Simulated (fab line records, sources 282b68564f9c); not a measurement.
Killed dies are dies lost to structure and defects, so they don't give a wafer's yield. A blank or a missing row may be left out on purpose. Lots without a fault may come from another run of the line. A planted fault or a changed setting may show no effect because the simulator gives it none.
One fault seen from 2 desks | flow rit_cmos | each desk has only its own numbers; what lay behind them comes last

THE METROLOGY DESK
What the gauges read, lot by lot, whatever tool the lot ran on: means of the sampled wafers that have a number. A lot is out of limits, marked OUT, if its mean lies more than 4 standard deviations from the usual mean; the brackets give that distance.
Columns: A = cd_nm at RIT_GATE_CD_MEAS_16, usual 150.1 nm; B = M1_AL_RS at RIT_M1_RS_MEAS_01, usual 0.0732 ohm/sq; C = M1_AL_THK at RIT_M1_THK_MEAS_02, usual 408 nm; D = cd_nm at RIT_M1_CD_MEAS_09, usual 2600.2 nm
lot  | first seen here | A     | B                 | C              | D
L171 | day 2 12:34     | 147.7 | 0.0729            | 412            | 2600.5
L172 | day 2 17:31     | 150.0 | 0.0745            | 401            | 2598.1
L174 | day 3 03:39     | 150.9 | 0.0734            | 408            | 2598.7
L175 | day 3 11:50     | 149.9 | 0.0736            | 404            | 2603.5
L176 | day 3 17:57     | 152.6 | 0.0710            | 418            | 2603.6
L177 | day 4 01:14     | 151.9 | 0.0732            | 407            | 2600.9
L178 | day 4 03:44     | 151.7 | 0.0718            | 415            | 2600.5
L179 | day 4 14:16     | 149.1 | 0.0734            | 404            | 2599.1
L182 | day 5 01:58     | 149.4 | 0.0825 (+8.4) OUT | 364 (-7.0) OUT | 2599.4
L184 | day 5 06:42     | 149.2 | 0.0813 (+7.4) OUT | 371 (-6.0) OUT | 2598.4
L186 | day 5 16:43     | 150.0 | 0.0736            | 405            | 2601.4
L191 | day 6 16:34     | 148.6 | 0.0735            | 408            | 2603.5
L192 | day 6 22:14     | 151.7 | 0.0720            | 416            | 2600.1
L194 | day 7 11:09     | 146.7 | 0.0738            | 403            | 2602.1
This desk's finding: out of limits on L182, L184; first on L182, day 5 18:31 (M1_AL_RS at RIT_M1_RS_MEAS_01). In limits: L171, L172, L174, L175, L176, L177, L178, L179, L186, L191, L192, L194.

THE TOOL OWNER'S DESK: pvd_sputter-02
The tool's own readings at RIT_M1_SPUTTER_00 (material Al, target thk 400 nm, time 500 s): means of the sampled wafers that have a number, for each lot that ran on this tool. A lot is out of limits, marked OUT, if its mean lies more than 4 standard deviations from the usual mean; the brackets give that distance.
Columns: A = throttle_valve_pct at RIT_M1_SPUTTER_00, usual 30.6 %
lot  | first seen here | A
L171 | day 3 04:57     | 30.7
L175 | day 4 05:19     | 31.0
L177 | day 4 17:35     | 30.2
L179 | day 5 07:41     | 30.6
L182 | day 5 18:13     | 30.3
L184 | day 5 23:20     | 30.7
This desk's finding: nothing out of limits on any of the 6 lots.

PUT TOGETHER
The metrology desk could have raised an alarm at day 5 18:31, on L182, L184.
The tool owner's desk saw nothing out of limits.
The tool owner's desk has L182, L184 on record, within its limits.
Of the lots named, all ran RIT_M1_SPUTTER_00 on pvd_sputter-02.

WHAT THE SIMULATOR HAD PUT IN
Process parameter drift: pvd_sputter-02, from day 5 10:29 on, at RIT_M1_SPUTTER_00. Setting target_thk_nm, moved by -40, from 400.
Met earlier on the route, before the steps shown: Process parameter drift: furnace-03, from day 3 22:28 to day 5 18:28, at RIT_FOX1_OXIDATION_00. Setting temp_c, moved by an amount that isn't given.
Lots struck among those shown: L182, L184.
Hours from the fault's start to each desk's first reading out of limits: the metrology desk, 8.
